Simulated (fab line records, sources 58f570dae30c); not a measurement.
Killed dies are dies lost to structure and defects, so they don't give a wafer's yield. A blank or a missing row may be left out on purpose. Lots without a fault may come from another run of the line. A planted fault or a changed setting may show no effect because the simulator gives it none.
Chamber matching | flow berkeley_cmos170 | UCB170_SILICIDE_WET_ETCH_05 on wet_bench-02: 4 sister chambers
The step etches Ti in SPM, time 45 s. 16 wafers are shown with their chamber, then 8 later ones without.

WAFERS WITH THEIR CHAMBER
wafer  | chamber | bath_guard_temp_C (C) | bath_heat_duty_pct (%)
L455.1 | 2       | 120.0                 | 13.3
L455.2 | 2       | 120.3                 | 12.6
L455.5 | 2       | 120.3                 | 14.3
L454.1 | 2       | 120.4                 | 13.1
L454.4 | 2       | 120.1                 | 13.6
L454.5 | 2       | 120.4                 | 14.0
L459.1 | 1       | 119.6                 | 13.8
L459.3 | 1       | 119.4                 | 13.3
L459.4 | 1       | 119.8                 | 12.4
L464.2 | 3       | 120.5                 | 14.9
L464.3 | 3       | 120.7                 | 14.1
L464.6 | 3       | 120.4                 | 14.0
L473.4 | 1       | 120.1                 | 12.7
L473.5 | 1       | 119.9                 | 12.2
L473.6 | 1       | 120.0                 | 13.5
L476.1 | 0       | 119.8                 | 13.5

SIGNATURES (means of the wafers above)
reading            | chamber 0 | chamber 1 | chamber 2 | chamber 3 | scatter within a chamber
bath_guard_temp_C  | 119.800   | 119.800   | 120.250   | 120.533   | 0.208
bath_heat_duty_pct | 13.500    | 12.983    | 13.483    | 14.333    | 0.61
Rule: a wafer's distance from a chamber is the root of the sum, over the readings, of the square of ((its reading less the chamber's mean) divided by the reading's scatter). The wafer belongs to the nearest chamber; if the next one is less than 2 further off, it can't be placed. The scatter: the root of (the sum of the squares of (reading less its chamber's mean) over the shown wafers, divided by (wafers less chambers)).

WAFERS WITHOUT THEIR CHAMBER
wafer  | bath_guard_temp_C (C) | bath_heat_duty_pct (%)
L476.2 | 119.7                 | 12.1
L476.4 | 120.1                 | 13.1
L477.1 | 120.3                 | 14.6
L477.3 | 119.9                 | 13.5
L477.6 | 120.2                 | 13.9
L475.1 | 119.4                 | 13.4
L475.3 | 119.9                 | 12.4
L475.6 | 120.1                 | 13.3

WHICH CHAMBER EACH WENT THROUGH
wafer  | from the rows above               | in truth
L476.2 | can't be placed: 1 or 0 or 2      | 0
L476.4 | can't be placed: 2 or 1 or 0 or 3 | 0
L477.1 | can't be placed: 3 or 2 or 0      | 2
L477.3 | can't be placed: 0 or 1 or 2      | 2
L477.6 | can't be placed: 2 or 3 or 0 or 1 | 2
L475.1 | can't be placed: 0 or 1           | 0
L475.3 | can't be placed: 1 or 0 or 2      | 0
L475.6 | can't be placed: 2 or 0 or 1 or 3 | 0
Placed correctly: 0 of 8. Can't be placed from these rows: 8 (the true chamber is among the candidates in 8). Placed wrongly: 0.
